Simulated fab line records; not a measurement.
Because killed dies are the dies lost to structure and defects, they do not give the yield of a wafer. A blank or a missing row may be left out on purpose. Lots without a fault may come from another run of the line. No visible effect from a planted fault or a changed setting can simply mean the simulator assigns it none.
fab line records | flow berkeleyCmos170
[record] lots = 14 wafers = 42 lastDay = 12
route steps=331 shown ACTIVE@65 PFIELD@85 SCREENOX@102 PVT@123
lots that met no fault: taken from a fault-free run of the same line
startH: the number of hours between the record's first day and the start of the first shown wafer of the lot | waitH: time in hours since the lot's previous step | " as in the row above | L1.1+2: one row covering several wafers at once | - no value, or no start was given | * or withheld: withheld | < > ~ a bound
route shown NAME@n: a module of which the file shows steps, and the number in the route of the first | usual: mean/standard deviation of fault-free wafers | same: alike in all rows | chamber/n: place in a boat | sites: each site's reading | _std_site: standard deviation of those values | _edge_site: outer sites' mean less inner sites' | radiusMm: for every site, how far away it sits from the centre of the wafer | mask NAME#n: copy n | behind: the tool/chamber that last shaped the wafer | hold: reason for holding the lot/hours on hold/outcome of the hold | device: whichever transistor did not switch (one of n, p or np) | end of line: at the end of the route, the tests of the same wafers | a step with no rows: only its recipe | killed: dies lost to structure and defects at the first sort, not the wafer's yield | map: a wafer's dies, marking killed ones x, the rest . and places with no die _
set.NAME: the setting that was run; set.NAME@STEP: the one run at that earlier step | model.NAME: the simulator's own value behind a step, which no gauge read
route steps across a sampled set of lots; one table per step, one row per wafer
services: from which hour (startH, from the record's first day; less than 0 if before it) a tool's chamber was out of use, for how many hours, and why
[[steps]]
[step UCB170_ACTIVE_CVD_05]
[recipe] material = Si3N4 targetThkNm = 220 tempC = 800 precursor = SiH2Cl2/NH3 timeS = 3300 pressureMtorr = 200 sih2cl2FlowSccm = 25 nh3FlowSccm = 75
[usual] spikeTcCentreC = 802.2/1.3 spikeTcSourceC = 823.1/2.2 zonePowerCentrePct = 33.5/1.7
// columns lot.wafer tool chamber startH waitH spikeTcCentreC spikeTcSourceC zonePowerCentrePct
L963.1 lpcvd-02 1 72.70 0.0 803.1 822.1 34.3
L963.4 " 1 " " 801.5 823.2 34.8
L963.5 " 1 " " 799.8 822.5 34.3
L964.4 lpcvd-02 0 77.56 0.0 803.2 825.5 31.4
L964.5 " 0 " " 802.1 822.2 31.5
L964.6 " 0 " " 803.0 824.7 31.1
L965.1 lpcvd-02 0 82.65 0.0 803.0 822.9 31.3
L965.3 " 0 " " 803.3 823.1 31.3
L965.4 " 0 " " 802.5 823.2 31.2
L966.1 lpcvd-02 1 89.62 0.0 801.1 820.0 34.6
L966.2 " 1 " " 802.6 821.1 34.2
L966.5 " 1 " " 802.3 821.4 34.9
L971.2 lpcvd-01 1 117.27 0.0 799.3 820.9 36.7
L971.4 " 1 " " 800.4 821.6 35.7
L971.5 " 1 " " 798.5 822.2 35.8
L973.2 lpcvd-02 0 129.28 1.1 802.6 822.7 31.2
L973.3 " 0 " " 802.6 823.4 31.4
L973.4 " 0 " " 804.0 823.3 31.5
L975.2 lpcvd-02 0 139.95 0.7 804.1 823.2 31.5
L975.5 " 0 " " 800.7 824.0 31.4
L975.6 " 0 " " 802.0 824.5 31.7
L976.2 lpcvd-02 0 139.95 0.7 802.1 823.8 30.8
L976.5 " 0 " " 802.4 824.8 31.2
L976.6 " 0 " " 804.3 824.9 31.6
L977.1 lpcvd-02 0 147.31 0.0 800.9 823.8 31.6
L977.3 " 0 " " 801.5 824.7 32.0
L977.6 " 0 " " 802.8 824.0 31.6
L979.1 lpcvd-02 1 147.31 0.0 801.7 820.0 34.5
L979.3 " 1 " " 801.2 820.7 34.8
L979.6 " 1 " " 801.5 821.0 34.8
L980.1 lpcvd-02 1 158.30 0.0 829.1 817.8 44.3
L980.5 " 1 " " 827.1 819.1 44.7
L980.6 " 1 " " 829.8 818.4 43.7
L981.2 lpcvd-02 1 158.30 0.0 829.8 819.0 43.6
L981.4 " 1 " " 828.3 820.5 44.5
L981.5 " 1 " " 830.3 820.2 44.5
L984.1 lpcvd-01 0 179.05 0.0 803.0 826.3 34.4
L984.3 " 0 " " 803.1 825.2 34.5
L984.4 " 0 " " 802.3 827.0 34.6
L986.2 lpcvd-01 0 185.53 0.0 804.0 825.0 34.7
L986.3 " 0 " " 800.3 827.1 34.0
L986.6 " 0 " " 804.4 825.7 34.4
[step UCB170_ACTIVE_THK_MEAS_06]
[recipe] reads = Si3N4_of_ACTIVE_CVD_05
[usual] ACTIVE_NITRIDE_THK = 221.5/1.5
// columns lot.wafer tool chamber startH waitH ACTIVE_NITRIDE_THK[nm]
L963.1 filmMetro-03 - 74.62 0.0 220.3
L963.4 " - " " 219.9
L963.5 " - " " 221.3
L964.4 filmMetro-03 - 79.50 0.0 220.6
L964.5 " - " " 220.8
L964.6 " - " " 221.6
L965.1 filmMetro-03 - 84.57 0.0 222.8
L965.3 " - " " 223.9
L965.4 " - " " 222.1
L966.1 filmMetro-01 - 91.54 0.0 222.5
L966.2 " - " " 222.9
L966.5 " - " " 222.4
L971.2 filmMetro-03 - 119.20 0.0 218.4
L971.4 " - " " 220.1
L971.5 " - " " 218.2
L973.2 filmMetro-01 - 131.21 0.0 220.2
L973.3 " - " " 220.9
L973.4 " - " " 223.5
L975.2 filmMetro-03 - 141.88 0.0 222.1
L975.5 " - " " 222.3
L975.6 " - " " 222.1
L976.2 filmMetro-01 - 141.88 0.0 223.0
L976.5 " - " " 223.1
L976.6 " - " " 222.2
L977.1 filmMetro-01 - 149.34 0.1 221.7
L977.3 " - " " 221.6
L977.6 " - " " 221.9
L979.1 filmMetro-01 - 149.46 0.2 220.5
L979.3 " - " " 220.5
L979.6 " - " " 220.7
L980.1 filmMetro-04 - 160.22 0.0 233.2
L980.5 " - " " 265.7
L980.6 " - " " 280.3
L981.2 filmMetro-01 - 160.23 0.0 239.5
L981.4 " - " " 257.4
L981.5 " - " " 268.8
L984.1 filmMetro-03 - 180.97 0.0 220.9
L984.3 " - " " 222.8
L984.4 " - " " 220.2
L986.2 filmMetro-03 - 187.46 0.0 220.4
L986.3 " - " " 219.7
L986.6 " - " " 220.9
[step UCB170_ACTIVE_ETCH_15]
[recipe] chemistry = CH3F/Ar/O2 target = Si3N4 stopOn = SiO2 CH3F_flow_sccm = 20 Ar_flow_sccm = 50 O2_flow_sccm = 7 pressureMtorr = 50 rfW = 450 targetDepthA = 2420 overEtchFrac = 0.1 timeS = 151
[usual] CH3F_flow_sccm = 20.00/0.059 drypumpMotorCurrentA = 5.4/0.48 oesProductAu = 0.938/0.015 throttleValvePct = 8.06/0.13
// columns lot.wafer tool chamber startH waitH CH3F_flow_sccm drypumpMotorCurrentA oesProductAu rfHoursCounterH throttleValvePct
L963.1 rieDiel-03 2 75.87 0.0 19.99 5.6 0.931 125 8.19
L963.4 " 0 " " 19.99 5.4 0.942 46 7.90
L963.5 " 3 " " 20.10 4.7 0.918 - 8.32
L964.4 rieDiel-03 0 80.63 0.0 20.11 5.4 0.946 46 7.92
L964.5 " 2 " " 19.95 5.6 0.933 - 8.16
L964.6 " 3 " " 19.94 4.7 0.928 - 8.31
L965.1 rieDiel-03 0 85.71 0.0 20.04 5.5 0.947 47 7.92
L965.3 " 2 " " 19.92 5.6 0.946 125 8.17
L965.4 " 1 " " 20.04 5.7 0.954 5 8.03
L966.1 rieDiel-01 3 92.72 0.0 19.97 5.5 0.957 133 8.18
L966.2 " 0 " " 19.97 5.0 0.919 125 8.00
L966.5 " 0 " " 19.96 5.0 0.913 - 8.02
L971.2 rieDiel-01 3 120.25 0.0 19.97 5.6 0.956 135 8.18
L971.4 " 1 " " 20.05 6.4 0.941 106 7.90
L971.5 " 0 " " 19.87 4.9 0.908 - 8.00
L973.2 rieDiel-03 2 133.63 0.0 20.09 5.6 0.928 128 8.17
L973.3 " 0 " " 20.06 5.5 0.939 49 7.90
L973.4 " 3 " " 20.00 4.8 0.922 19 8.30
L975.2 rieDiel-01 2 142.96 0.0 20.05 5.1 0.923 32 8.03
L975.5 " 1 " " 19.90 6.4 0.947 - 7.91
L975.6 " 0 " " 20.03 4.9 0.919 - 8.00
L976.2 rieDiel-01 0 143.20 0.0 19.97 4.9 0.917 128 8.01
L976.5 " 0 " " 19.90 4.9 0.915 - 8.00
L976.6 " 1 " " 19.98 6.4 0.947 - 7.91
L977.1 rieDiel-03 3 151.38 0.0 20.00 4.7 0.923 20 8.33
L977.3 " 1 " " 20.10 5.7 0.955 8 8.03
L977.6 " 3 " " 19.93 4.7 0.924 - 8.33
L979.1 rieDiel-03 1 151.97 0.0 19.99 5.7 0.956 8 8.02
L979.3 " 0 " " 20.03 5.5 0.942 50 7.90
L979.6 " 3 " " 20.08 4.7 0.919 - 8.31
L980.1 rieDiel-03 2 161.51 0.0 20.01 5.6 0.953 129 8.17
L980.5 " 2 " " 20.08 5.6 1.006 - 8.18
L980.6 " 1 " " 19.96 5.7 1.019 - 8.03
L981.2 rieDiel-02 3 161.61 0.0 19.99 5.1 0.966 139 7.93
L981.4 " 1 " " 19.94 5.4 1.006 5 8.09
L981.5 " 3 " " 20.06 5.1 0.983 - 7.93
L984.1 rieDiel-02 1 182.85 0.0 20.01 5.4 0.957 6 8.09
L984.3 " 2 " " 19.94 5.1 0.955 78 8.01
L984.4 " 3 " " 20.07 5.1 0.930 139 7.93
L986.2 rieDiel-01 2 188.62 0.0 19.98 5.0 0.919 34 8.04
L986.3 " 1 " " 19.99 6.4 0.933 108 7.91
L986.6 " 1 " " 19.95 6.4 0.936 - 7.94
[step UCB170_PFIELD_OVL_MEAS_06]
[usual] PFIELD_OVL = -4/4.9
// columns lot.wafer tool chamber startH waitH PFIELD_OVL[nm]
L963.1 overlay-01 - 78.75 - -4
L963.4 " - " " -2
L963.5 " - " " -8
L964.4 overlay-02 - 82.63 - -4
L964.5 " - " " -4
L964.6 " - " " -2
L965.1 overlay-02 - 87.19 - -1
L965.3 " - " " 3
L965.4 " - " " -2
L966.1 overlay-01 - 94.26 - -5
L966.2 " - " " 6
L966.5 " - " " 1
L971.2 overlay-02 - 122.38 - 6
L971.4 " - " " -4
L971.5 " - " " -5
L973.2 overlay-01 - 136.03 - 4
L973.3 " - " " -1
L973.4 " - " " 0
L975.2 overlay-02 - 145.37 - -5
L975.5 " - " " -5
L975.6 " - " " -4
L976.2 overlay-01 - 145.65 - 0
L976.5 " - " " -4
L976.6 " - " " -2
L977.1 overlay-01 - 154.13 - -4
L977.3 " - " " 1
L977.6 " - " " -4
L979.1 overlay-01 - 154.40 - -8
L979.3 " - " " 1
L979.6 " - " " -5
L980.1 overlay-02 - 162.93 - 6
L981.2 overlay-01 - 163.13 - -3
L984.1 overlay-01 - 184.30 - -10
L984.3 " - " " -13
L984.4 " - " " -4
L986.2 overlay-02 - 192.89 - -12
L986.3 " - " " 1
L986.6 " - " " 0
[step UCB170_SCREENOX_THK_MEAS_02]
[recipe] reads = SiO2_of_SCREENOX_OXIDATION_01
[usual] SCREENOX_OXIDE_THK = 14.35/0.22
// columns lot.wafer tool chamber startH waitH SCREENOX_OXIDE_THK[nm]
L963.1 filmMetro-01 - 102.27 0.0 14.44
L963.4 " - " " 14.36
L963.5 " - " " 14.21
L964.4 filmMetro-03 - 102.30 0.0 14.45
L964.5 " - " " 14.38
L964.6 " - " " 14.33
L965.1 filmMetro-04 - 112.52 0.0 13.83
L965.3 " - " " 13.70
L965.4 " - " " 14.07
L966.1 filmMetro-03 - 114.59 0.0 14.31
L966.2 " - " " 14.55
L966.5 " - " " 14.32
L971.2 filmMetro-01 - 146.43 0.1 14.05
L971.4 " - " " 14.46
L971.5 " - " " 14.28
L973.2 filmMetro-04 - 156.37 0.1 14.25
L973.3 " - " " 14.26
L973.4 " - " " 14.11
L975.2 filmMetro-04 - 167.13 0.0 14.51
L975.5 " - " " 14.27
L975.6 " - " " 14.24
L976.2 filmMetro-03 - 167.13 0.0 14.35
L976.5 " - " " 14.21
L976.6 " - " " 14.13
L977.1 filmMetro-04 - 177.08 0.0 14.06
L977.3 " - " " 14.15
L977.6 " - " " 13.91
L979.1 filmMetro-01 - 177.08 0.0 14.26
L979.3 " - " " 14.38
L979.6 " - " " 14.58
L980.1 filmMetro-04 - 186.93 0.0 14.35
L981.2 filmMetro-03 - 186.94 0.0 14.85
L984.1 filmMetro-03 - 208.94 0.0 14.45
L984.3 " - " " 14.07
L984.4 " - " " 14.27
L986.2 filmMetro-04 - 217.07 0.0 14.27
L986.3 " - " " 14.29
L986.6 " - " " 14.24
[step UCB170_PVT_STRIP_08]
[recipe] chemistry = O2 powerW = 400 pressureMtorr = 3500 platenTempC = withheld o2FlowSccm = 400 overashFraction = 0.5
[usual] drypumpMotorCurrentA = 5.7/0.35 oesProductAu = 0.735/0.004 stripTimeToEndpointS = 21.64/0.057
// columns lot.wafer tool chamber startH waitH drypumpMotorCurrentA oesProductAu rfHoursCounterH stripTimeToEndpointS
L963.1 plasmaAsher-03 1 111.39 0.1 5.5 0.738 38 21.53
L963.4 " 1 " " 5.5 0.732 - 21.55
L963.5 " 0 " " 5.2 0.730 - 21.58
L964.4 plasmaAsher-02 1 111.51 0.1 5.6 0.732 - 21.71
L964.5 " 1 " " 5.6 0.736 - 21.62
L964.6 " 0 " " 6.2 0.735 - 21.68
L965.1 plasmaAsher-02 0 118.27 0.1 6.2 0.737 33 21.62
L965.3 " 1 " " 5.6 0.736 - 21.65
L965.4 " 0 " " 6.2 0.736 - 21.66
L966.1 plasmaAsher-02 1 122.74 0.1 5.6 0.735 34 21.65
L966.2 " 0 " " 6.2 0.736 34 21.73
L966.5 " 0 " " 6.2 0.740 - 21.67
L971.2 plasmaAsher-04 0 155.33 0.1 5.7 0.730 4 21.59
L971.4 " 1 " " 6.1 0.739 - 21.59
L971.5 " 0 " " 5.7 0.735 - 21.59
L973.2 plasmaAsher-04 0 163.70 0.1 5.7 0.730 5 21.66
L973.3 " 0 " " 5.8 0.735 - 21.61
L973.4 " 1 " " 6.1 0.744 - 21.62
L976.2 plasmaAsher-03 1 175.05 0.1 5.5 0.743 46 21.61
L976.5 " 1 " " 5.5 0.734 - 21.69
L976.6 " 0 " " 5.2 0.735 - 21.61
L975.2 plasmaAsher-04 1 175.25 0.1 6.1 0.737 6 21.65
L975.5 " 0 " " 5.7 0.733 - 21.59
L975.6 " 1 " " 6.1 0.736 - 21.63
L979.1 plasmaAsher-03 1 183.20 0.1 5.5 0.731 47 21.66
L979.3 " 1 " " 5.5 0.741 - 21.63
L979.6 " 1 " " 5.5 0.726 - 21.69
L977.1 plasmaAsher-02 0 183.20 0.1 6.2 0.731 40 21.55
L977.3 " 1 " " 5.6 0.723 - 21.54
L977.6 " 1 " " 5.6 0.732 - 21.46
L981.2 plasmaAsher-02 1 194.57 0.1 5.6 0.734 41 21.66
L980.1 plasmaAsher-04 1 194.69 0.1 6.1 0.738 8 21.73
L984.1 plasmaAsher-02 0 217.93 0.1 6.2 0.734 43 21.66
L984.3 " 0 " " 6.2 0.732 - 21.59
L984.4 " 1 " " 5.6 0.737 - 21.63
L986.2 plasmaAsher-04 0 225.86 0.1 5.8 0.737 11 21.62
L986.3 " 0 " " 5.8 0.728 - 21.61
L986.6 " 1 " " 6.1 0.738 - 21.72
[[services]]
// columns tool chamber startH hours kind
rieDiel-02 0 54.94 - clean
rieDiel-02 0 54.94 19.9 scheduledDown
rieDiel-02 0 54.94 19.9 ventCycle
lpcvd-02 - 63.71 0.8 repair
rieDiel-01 3 77.42 1.9 repair
rieDiel-03 3 83.83 1.3 repair
rieDiel-01 0 87.39 2.9 repair
rieDiel-03 1 99.21 2.8 repair
lpcvd-02 - 102.17 0.8 repair
plasmaAsher-04 - 108.75 9.0 pm
plasmaAsher-04 0 108.75 9.0 ventCycle
plasmaAsher-04 1 108.75 9.0 ventCycle
rieDiel-03 - 116.01 2.8 pm
plasmaAsher-04 0 117.75 - clean
plasmaAsher-04 1 117.75 - clean
rieDiel-02 - 127.79 15.6 pm
plasmaAsher-04 - 129.53 5.8 repair
plasmaAsher-02 - 130.07 8.0 repair
rieDiel-02 - 145.61 0.7 repair
rieDiel-01 2 198.22 1.6 repair
rieDiel-03 - 213.15 28.1 pm
rieDiel-01 0 216.04 16.1 repair
plasmaAsher-04 - 222.89 1.3 repair
[[key]]
[firstSign] step = UCB170_ACTIVE_CVD_05 reading = spikeTcCentreC direction = up sigmas = 20 usual = 802.2 struck = 829.1
[effect] step = UCB170_ACTIVE_CVD_05 reading = zonePowerCentrePct direction = up sigmas = 6.2 usual = 33.5 struck = 44.2
[effect] step = UCB170_ACTIVE_THK_MEAS_06 reading = ACTIVE_NITRIDE_THK direction = up sigmas = 23 usual = 221.5 struck = 257.5
[effect] step = UCB170_ACTIVE_ETCH_15 reading = oesProductAu direction = up sigmas = 3.4 usual = 0.938 struck = 0.989 wafersMoved = 5
metAt UCB170_ACTIVE_CVD_05
struckLots L980,L981
laterRowsLeftOut L980.5,L980.6,L981.4,L981.5
sortLeftOut L980.1,L980.5,L980.6,L981.2,L981.4,L981.5
testerLeftOut L980,L981
notActingAt UCB170_PFIELD_OVL_MEAS_06,UCB170_SCREENOX_THK_MEAS_02,UCB170_PVT_STRIP_08
onsetBetween 147.31 158.30
[fault] kind = processParameterDrift tool = lpcvd-02 chamber = - onsetH = 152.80 steps = UCB170_ACTIVE_CVD_05 channel = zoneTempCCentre offset = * shape = step endH = 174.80
// testerLeftOut: of these lots the tester's yield and bins aren't shown, on N5 and GAA mostly nor the transistor test; their killed dies are dies lost to structure and defects alone, not to doping, threshold or leakage, so they don't give the yield
// sortLeftOut: the simulated sort isn't trusted on such a fault, so these wafers' sort isn't shown, and their yield isn't known
// laterRowsLeftOut: the simulator's readings of these wafers behind a module that went badly wrong aren't trusted and aren't shown, but for the sort
